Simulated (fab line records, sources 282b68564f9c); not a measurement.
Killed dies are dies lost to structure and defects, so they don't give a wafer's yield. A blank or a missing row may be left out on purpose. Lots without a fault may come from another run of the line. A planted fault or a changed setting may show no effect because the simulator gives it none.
A struck lot beside a sound one | flow rit_cmos | 18 steps out of a route of 202
Sound: wafers L997.1, L997.3, L997.4. Struck: wafers L109.3, L109.4, L109.5. The cause comes at the end.
At each step with rows: each side's tool, then ch and its chambers, then its first start. Under that, the readings that differ: sound wafers | struck wafers | difference of the means | sigmas: that difference in standard deviations of wafers without a fault.
alike: readings whose means differ by less than 2 such deviations, and words and numbers that are the same on both sides. not compared: withheld readings, readings that some wafer has no value for, bounds like >300 that may hide the same value, and numbers for which the record gives no deviation and whose values overlap.
The two part at a step that has a row with sigmas, a row that says differs or no value, or rows on one side only. Numbers that don't overlap but have no deviation are shown without sigmas and don't part them. A reading that every wafer of one side lacks parts them only if that side has two wafers or more.

first, 1 step without rows for these wafers: RIT_PWELL_DEVELOP_05 (develop time 68 s).
RIT_PWELL_OVL_MEAS_06:
  sound on overlay-02, day 3 06:14; struck on overlay-01, day 5 16:49
  alike: PWELL_OVL
then, 2 steps without rows for these wafers: RIT_PWELL_HARDBAKE_07 (time 120 s); RIT_PWELL_IMPLANT_08.
RIT_PWELL_STRIP_09: strips in O2, time 180 s.
  sound on plasma_asher-01 ch 0,1, day 3 06:41; struck on plasma_asher-04 ch 0,1, day 5 17:24
  alike: drypump_motor_current_A
  not compared: rf_hours_counter_h
RIT_PWELL_TW_MEAS_10:
  sound on film_metro-03, day 3 06:51; struck on film_metro-02, day 5 17:33
  alike: PWELL_TW
then, 1 step without rows for these wafers: RIT_WELLDRIVE_ANNEAL_00 (time 14700 s).
RIT_WELLDRIVE_RS_MEAS_01: measures by four-point-probe.
  sound on film_metro-03, day 3 13:23; struck on film_metro-02, day 5 22:43
  alike: NWELL_RS
RIT_WELLDRIVE_RS_MEAS_02: measures by four-point-probe.
  sound on film_metro-03, day 3 13:31; struck on film_metro-02, day 5 22:50
  alike: PWELL_RS
then, 3 steps without rows for these wafers: RIT_NRETRO_HMDS_00 (prime time 60 s); RIT_NRETRO_COAT_01 (resist thk 1300 nm); RIT_NRETRO_SOFTBAKE_02 (time 60 s).
RIT_NRETRO_EXPOSE_03: exposes mask M4, target cd 43900 nm.
  sound on iline_stepper-01 ch 0, day 3 14:05; struck on iline_stepper-01 ch 0, day 5 23:32
  reading                        | sound                | struck               | difference | sigmas
  model.NRETRO.overlay_x_nm (nm) | -1.744 -1.744 -1.744 | -179.9 -179.9 -179.9 | -178.2     |
  alike: mask
then, 2 steps without rows for these wafers: RIT_NRETRO_PEB_04; RIT_NRETRO_DEVELOP_05 (develop time 68 s).
RIT_NRETRO_OVL_MEAS_06:
  sound on overlay-02, day 3 14:31; struck on overlay-01, day 5 23:56
  reading         | sound          | struck               | difference | sigmas
  NRETRO_OVL (nm) | -1.8 -3.5 -2.4 | -176.3 -176.7 -177.0 | -174.1     | -99 or more
then, 1 step without rows for these wafers: RIT_NRETRO_HARDBAKE_07 (time 120 s).
RIT_M1_PROBE_99:
  sound on prober-02, day 4 23:32; struck on prober-02, day 7 04:29
  reading                                    | sound                | struck               | difference | sigmas
  model.etest.retro_edge_pmos.off_log10_a_um | -10.26 -10.42 -10.06 | -8.746 -8.682 -8.526 | +1.595     |
  model.etest.retro_edge_nmos.off_log10_a_um | -9.957 -10.39 -9.917 | -8.809 -9.06 -8.775  | +1.207     |
  alike: killed_at_contacts, killed_at_front_end, killed_dies, killed_open, killed_short

WHERE THEY PART
Only at RIT_NRETRO_OVL_MEAS_06, within this record. Later steps at which nothing parts them and some readings are alike: RIT_M1_PROBE_99.

WHY: what the simulator had put in
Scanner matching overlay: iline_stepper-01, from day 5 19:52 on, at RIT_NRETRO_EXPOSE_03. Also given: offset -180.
